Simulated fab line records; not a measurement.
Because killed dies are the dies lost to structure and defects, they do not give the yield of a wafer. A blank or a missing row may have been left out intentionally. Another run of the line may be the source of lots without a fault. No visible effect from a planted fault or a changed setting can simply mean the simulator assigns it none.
A single fault, viewed from 2 desks    flow berkeleyCmos170    every desk sees just its own numbers, and what lay behind them comes last

METROLOGY DESK
Means of the sampled wafers that have a number, per lot and without regard to the tool the lot ran on: this is what the gauges read. Any lot whose mean is over 4 standard deviations away from the usual mean is out of limits and marked OUT; that distance is given in the brackets.
Columns: A = PWELL_OVL at UCB170_PWELL_OVL_MEAS_13, usual 3 nm; B = PWELL_TW at UCB170_PWELL_TW_MEAS_17, usual 378.6; C = cdNm at UCB170_V1_CD_MEAS_12, usual 700.2 nm; D = V1_OVL at UCB170_V1_OVL_MEAS_13, usual -1 nm
lot   first seen here  A   B                C      D
L775  day 3 06:46      10  380.7            701.0  -2
L776  day 3 06:50      6   377.1            699.7  6
L777  day 3 10:14      8   379.8            698.2  6
L778  day 3 14:14      9   378.5            701.8  -1
L779  day 3 17:32      -2  378.5            698.1  -3
L780  day 3 22:04      -3  379.8            700.7  -3
L782  day 4 15:37      -0  379.8            701.1  5
L783  day 5 01:04      6   377.0            700.6  0
L786  day 5 18:31      3   354.4 (-11) OUT  699.6  -2
L788  day 6 01:10      2   350.3 (-13) OUT  699.0  4
L794  day 7 08:37      -5  379.3            698.2  5
L795  day 7 08:44      10  379.9            700.1  3
L797  day 7 19:50      3   378.0            703.6  11
L798  day 7 20:02      -1  377.3            701.1  -2
This desk reports L786, L788 out of limits; the earliest was L786 at day 5 18:55 (PWELL_TW at UCB170_PWELL_TW_MEAS_17). In limits: L775, L776, L777, L778, L779, L780, L782, L783, L794, L795, L797, L798.

AT THE TOOL OWNER'S DESK: implanter-03
The tool's own readings at UCB170_PWELL_IMPLANT_15: means of the sampled wafers that have a number, for each lot that ran on this tool. Any lot whose mean is over 4 standard deviations away from the usual mean is out of limits and marked OUT; that distance is given in the brackets.
Columns: A = doseIonsCm2 at UCB170_PWELL_IMPLANT_15, usual 5e+12; B = faradayCurrentUA at UCB170_PWELL_IMPLANT_15, usual 15.9
lot   first seen here  A                        B
L777  day 3 10:23      5e+12                    16.0
L778  day 3 14:26      5e+12                    16.0
L779  day 3 17:40      5e+12                    15.6
L782  day 4 15:49      5e+12                    16.0
L783  day 5 01:13      5e+12                    15.9
L786  day 5 18:41      4e+12 (-99 or more) OUT  12.6 (-11) OUT
L788  day 6 01:18      4e+12 (-99 or more) OUT  12.5 (-11) OUT
This desk's finding: out of limits on L786, L788; first on L786, day 5 18:41 (doseIonsCm2 at UCB170_PWELL_IMPLANT_15). In limits: L777, L778, L779, L782, L783.

ALL TOGETHER
The tool owner's desk had the chance to raise an alarm at day 5 18:41 on L786, L788.
An alarm was possible from the metrology desk at day 5 18:55, on L786, L788.
UCB170_PWELL_IMPLANT_15 was run on implanter-03 by each of the lots named.

WHAT HAD BEEN PUT IN BY THE SIMULATOR
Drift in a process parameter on implanter-03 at UCB170_PWELL_IMPLANT_15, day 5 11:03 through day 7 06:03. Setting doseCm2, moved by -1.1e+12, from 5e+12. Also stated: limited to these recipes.
Lots struck among those shown: L786, L788.
Time in hours from fault onset to the first out-of-limits reading at each desk: tool owner's desk 8, metrology desk 8.
